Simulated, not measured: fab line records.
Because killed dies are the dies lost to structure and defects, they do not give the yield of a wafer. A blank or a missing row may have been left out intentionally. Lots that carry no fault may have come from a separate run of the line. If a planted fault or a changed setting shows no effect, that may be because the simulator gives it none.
A lot that was struck, set against a sound lot	flow rit cmos	17 steps out of a route of 202
Sound: wafers L684.1, L684.3, L684.6. The struck wafers were L695.1, L695.3, L695.5. The cause is given at the end.
Each step with rows lists, per side, the tool, then ch with its chambers, then its first start. Under that, the readings that differ: sound wafers	struck wafers	difference of the means	sigmas: that difference in standard deviations of wafers without a fault.
alike: readings with means less than 2 such deviations apart, plus words and numbers identical on both sides. not compared: withheld readings, readings lacking a value on some wafer, bounds such as >300 that could conceal the same value, and numbers that have no deviation in the record and whose values overlap.
The two part at a step that has a row with sigmas, a row that says differs or no value, or rows on one side only. When numbers do not overlap yet have no deviation, they are printed without sigmas and do not part them. Lack of a reading on every wafer of one side parts them only where that side has two or more wafers.

RIT_PWELL_TW_MEAS_10:
  sound: film metro-03 at day 2 04:05; struck: film metro-04 at day 4 11:40
reading	sound	struck	difference	sigmas
PWELL_TW	950 946 940	965 965 968	+21	+2
then, 1 step without rows for these wafers: RIT_WELLDRIVE_ANNEAL_00 (time 14700 s).
RIT_WELLDRIVE_RS_MEAS_01: measures by four-point-probe.
  sound: film metro-01 at day 2 09:14; struck: film metro-04 at day 4 17:48
  alike: NWELL_RS
RIT_WELLDRIVE_RS_MEAS_02: measures by four-point-probe.
  sound: film metro-01 at day 2 09:22; struck: film metro-04 at day 4 17:55
  alike: PWELL_RS
then, 6 steps without rows for these wafers: RIT_NRETRO_HMDS_00 (prime time 60 s); RIT_NRETRO_COAT_01 (resist thk 1300 nm); RIT_NRETRO_SOFTBAKE_02 (time 60 s); RIT_NRETRO_EXPOSE_03 (exposes mask M4, target cd 43900 nm); RIT_NRETRO_PEB_04; RIT_NRETRO_DEVELOP_05 (develop time 68 s).
RIT_NRETRO_OVL_MEAS_06:
  sound: overlay-01 at day 2 10:35; struck: overlay-01 at day 4 19:03
  alike: NRETRO_OVL
then, 1 step without rows for these wafers: RIT_NRETRO_HARDBAKE_07 (time 120 s).
RIT_NRETRO_IMPLANT_08:
  sound on implanter-02 ch 0, day 2 10:53; struck on implanter-02 ch 0, day 4 19:20
reading	sound	struck	difference	sigmas
dose ions cm2	1.0003e+13 1.0007e+13 1.0017e+13	1e+14 1.0002e+14 1.0002e+14	+9e+13	+99 or more
faraday current uA	31.1 31.8 31.2	310.6 312.3 322.9	+283.9	+99 or more
  alike: tilt deg
RIT_NRETRO_STRIP_09: strips in O2, time 180 s.
  sound on plasma asher-04 ch 0, day 2 11:02; struck on plasma asher-01 ch 0,1, day 4 19:29
  alike: drypump motor current A
  not compared: rf hours counter h
RIT_NRETRO_TW_MEAS_10:
  sound: film metro-04 at day 2 11:12; struck: film metro-04 at day 4 19:40
reading	sound	struck	difference	sigmas
NRETRO_TW	1061 1061 1058	2215 2227 2226	+1163	+99 or more
then, 1 step without rows for these wafers: RIT_PRETRO_HMDS_00 (prime time 60 s).
RIT_M1_PROBE_99:
  the record has rows for the struck wafers here (prober-01, day 6 00:28) and none for the sound ones

## WHERE THEY PART
First at RIT_PWELL_TW_MEAS_10; last, within this record, at RIT_M1_PROBE_99.

WHY: whatever the simulator had introduced
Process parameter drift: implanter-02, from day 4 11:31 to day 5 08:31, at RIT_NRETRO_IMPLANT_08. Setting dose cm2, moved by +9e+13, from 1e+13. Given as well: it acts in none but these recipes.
